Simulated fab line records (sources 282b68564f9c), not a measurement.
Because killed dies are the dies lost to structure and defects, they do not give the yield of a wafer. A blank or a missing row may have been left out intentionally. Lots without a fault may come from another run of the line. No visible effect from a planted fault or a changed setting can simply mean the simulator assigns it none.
Struck lot and sound lot, side by side | flow rit_cmos | 44 steps out of a route of 202
Sound: the wafers L247.3, L247.5, L247.6. Struck: wafers L260.2, L260.4, L260.6. Last of all comes the cause.
Each step with rows lists, per side, the tool, then ch with its chambers, then its first start. Under that, the readings that differ: sound wafers | struck wafers | difference of the means | sigmas: that difference in standard deviations of wafers without a fault.
alike: readings whose means differ by less than 2 such deviations, and words and numbers that are the same on both sides. not compared: withheld readings, readings that some wafer has no value for, bounds like >300 that may hide the same value, and numbers for which the record gives no deviation and whose values overlap.
Wherever a step has rows on one side only, a row that says differs or no value, or a row with sigmas, the two part there. When numbers do not overlap yet have no deviation, they are printed without sigmas and do not part them. Lack of a reading on every wafer of one side parts them only where that side has two or more wafers.

first, 2 steps without rows for these wafers: RIT_PLDD_PEB_04; RIT_PLDD_DEVELOP_05 (develop time 50 s).
RIT_PLDD_OVL_MEAS_06:
  sound on overlay-01, day 3 15:32; struck on overlay-01, day 6 04:27
  alike: PLDD_OVL
then, 2 steps without rows for these wafers: RIT_PLDD_HARDBAKE_07 (time 60 s); RIT_PLDD_IMPLANT_08.
RIT_PLDD_STRIP_09: strips in O2, time 180 s.
  sound on plasma_asher-01 ch 0,1, day 3 15:55; struck on plasma_asher-02 ch 0,1, day 6 04:49
  alike: chamber_pressure_mTorr, drypump_motor_current_A, o2_flow_sccm
  not compared: rf_hours_counter_h
RIT_PLDD_TW_MEAS_10:
  sound on film_metro-01, day 3 16:03; struck on film_metro-03, day 6 05:00
  reading | sound          | struck         | difference | sigmas
  PLDD_TW | 2314 2328 2312 | 2356 2351 2346 | +33        | +3
then, 4 steps without rows for these wafers: RIT_SPACER_CLEAN_00 (cleans in SC1, time 600 s); RIT_SPACER_CLEAN_01 (cleans in dHF, time 30 s); RIT_SPACER_CLEAN_02 (cleans in SC2, time 600 s); RIT_SPACER_CVD_03 (deposits Si3N4 from SiH2Cl2/NH3, target thk 250 nm, time 3300 s).
RIT_SPACER_THK_MEAS_04:
  sound on film_metro-04, day 3 18:25; struck on film_metro-02, day 6 07:20
  reading                 | sound             | struck            | difference | sigmas
  SPACER_NITRIDE_THK (nm) | 253.1 254.7 252.3 | 245.0 249.3 244.7 | -7.0       | -2
RIT_SPACER_ETCHBACK_05: etches Si3N4 in SF6/CHF3, stops on SiO2, target depth 250 nm, time 240 s.
  sound on rie_diel-04 ch 0,1, day 3 18:27; struck on rie_diel-04 ch 1,3, day 6 07:23
  reading                                     | sound             | struck            | difference | sigmas
  rf_fwd_power_W (W)                          | 247.7 248.4 248.7 | 373.9 373.9 374.9 | +126.0     | +99 or more
  model.poly-Si_of_GATE_CVD_08.thk_nm (nm)    | 164.5 164.3 163.8 | 151.1 150.3 148.9 | -14.1      |
  model.Si3N4_of_SPACER_CVD_03.thk_nm (nm)    | 197.1 198.8 196.4 | 180.4 182.7 180   | -16.4      |
  model.SiO2_of_FOX2_OXIDATION_00.thk_nm (nm) | 183.8 188.7 191.6 | 154.2 160 155.4   | -31.5      |
  alike: chamber_pressure_mTorr, drypump_motor_current_A, oes_product_au, throttle_valve_pct
  not compared: rf_hours_counter_h
then, 6 steps without rows for these wafers: RIT_NSD_HMDS_00 (prime time 60 s); RIT_NSD_COAT_01 (resist thk 1000 nm); RIT_NSD_SOFTBAKE_02 (time 60 s); RIT_NSD_EXPOSE_03 (exposes mask M9, target cd 40700 nm); RIT_NSD_PEB_04; RIT_NSD_DEVELOP_05 (develop time 50 s).
RIT_NSD_OVL_MEAS_06:
  sound on overlay-01, day 3 19:35; struck on overlay-01, day 6 08:31
  alike: NSD_OVL
then, 2 steps without rows for these wafers: RIT_NSD_HARDBAKE_07 (time 60 s); RIT_NSD_IMPLANT_08.
RIT_NSD_STRIP_09: strips in O2, time 180 s.
  sound on plasma_asher-03 ch 0,1, day 3 19:58; struck on plasma_asher-01 ch 0,1, day 6 08:51
  reading                     | sound          | struck         | difference | sigmas
  drypump_motor_current_A (A) | 5.40 5.38 5.72 | 6.09 5.74 6.06 | +0.46      | +2
  alike: chamber_pressure_mTorr, o2_flow_sccm
  not compared: rf_hours_counter_h
RIT_NSD_TW_MEAS_10:
  sound on film_metro-01, day 3 20:07; struck on film_metro-03, day 6 09:02
  alike: NSD_TW
then, 6 steps without rows for these wafers: RIT_PSD_HMDS_00 (prime time 60 s); RIT_PSD_COAT_01 (resist thk 1000 nm); RIT_PSD_SOFTBAKE_02 (time 60 s); RIT_PSD_EXPOSE_03 (exposes mask M10, target cd 40900 nm); RIT_PSD_PEB_04; RIT_PSD_DEVELOP_05 (develop time 50 s).
RIT_PSD_OVL_MEAS_06:
  sound on overlay-02, day 3 21:01; struck on overlay-02, day 6 10:04
  alike: PSD_OVL
then, 2 steps without rows for these wafers: RIT_PSD_HARDBAKE_07 (time 60 s); RIT_PSD_IMPLANT_08.
RIT_PSD_STRIP_09: strips in O2, time 180 s.
  sound on plasma_asher-03 ch 0,1, day 3 21:23; struck on plasma_asher-01 ch 0,1, day 6 10:24
  alike: chamber_pressure_mTorr, drypump_motor_current_A, o2_flow_sccm
  not compared: rf_hours_counter_h
RIT_PSD_TW_MEAS_10:
  sound on film_metro-02, day 3 21:32; struck on film_metro-02, day 6 10:35
  alike: PSD_TW
then, 2 steps without rows for these wafers: RIT_SDANNEAL_CLEAN_00 (cleans in SC1, time 600 s); RIT_SDANNEAL_CLEAN_01 (cleans in dHF, time 30 s).
RIT_SDANNEAL_CLEAN_02: cleans in SC2, time 600 s.
  sound on wet_bench-03 ch 0, day 3 21:47; struck on wet_bench-03 ch 0, day 6 10:52
  reading                                  | sound             | struck            | difference | sigmas
  model.poly-Si_of_GATE_CVD_08.thk_nm (nm) | 160.1 159.9 159.4 | 146.7 145.9 144.5 | -14.1      |
RIT_SDANNEAL_RTA_03: time 5 s.
  sound on rtp_anneal-02 ch 0, day 3 21:59; struck on rtp_anneal-01 ch 0, day 6 11:05
  alike: ramp_down_c_per_s, ramp_up_c_per_s, wafer_temp_C_max
RIT_SDANNEAL_RS_MEAS_04: measures by four-point-probe.
  sound on film_metro-02, day 3 22:04; struck on film_metro-03, day 6 11:09
  alike: PSD_RS
RIT_SDANNEAL_RS_MEAS_05: measures by four-point-probe.
  sound on film_metro-02, day 3 22:11; struck on film_metro-03, day 6 11:16
  alike: NSD_RS
RIT_SDANNEAL_RS_MEAS_06: measures by four-point-probe.
  sound on film_metro-02, day 3 22:19; struck on film_metro-03, day 6 11:23
  alike: PLDD_RS
RIT_SILICIDE_WET_ETCH_00: etches SiO2 in BOE, target depth 14 nm, time 15 s.
  sound on wet_bench-02 ch 3, day 3 22:31; struck on wet_bench-02 ch 2, day 6 11:37
  reading                                     | sound             | struck            | difference | sigmas
  model.Si3N4_of_SPACER_CVD_03.thk_nm (nm)    | 195.9 197.6 195.3 | 179.2 181.5 178.8 | -16.4      |
  model.SiO2_of_FOX2_OXIDATION_00.thk_nm (nm) | 155.2 160.1 163   | 125.3 131.2 126.6 | -31.7      |
then, 1 step without rows for these wafers: RIT_M1_PROBE_99.

## WHERE THEY PART
Earliest at RIT_PLDD_TW_MEAS_10; latest, in this record, at RIT_NSD_STRIP_09. Later steps at which nothing parts them and some readings are alike: RIT_NSD_TW_MEAS_10, RIT_PSD_OVL_MEAS_06, RIT_PSD_STRIP_09, RIT_PSD_TW_MEAS_10, RIT_SDANNEAL_RTA_03, RIT_SDANNEAL_RS_MEAS_04, RIT_SDANNEAL_RS_MEAS_05, RIT_SDANNEAL_RS_MEAS_06.

WHY: whatever the simulator had introduced
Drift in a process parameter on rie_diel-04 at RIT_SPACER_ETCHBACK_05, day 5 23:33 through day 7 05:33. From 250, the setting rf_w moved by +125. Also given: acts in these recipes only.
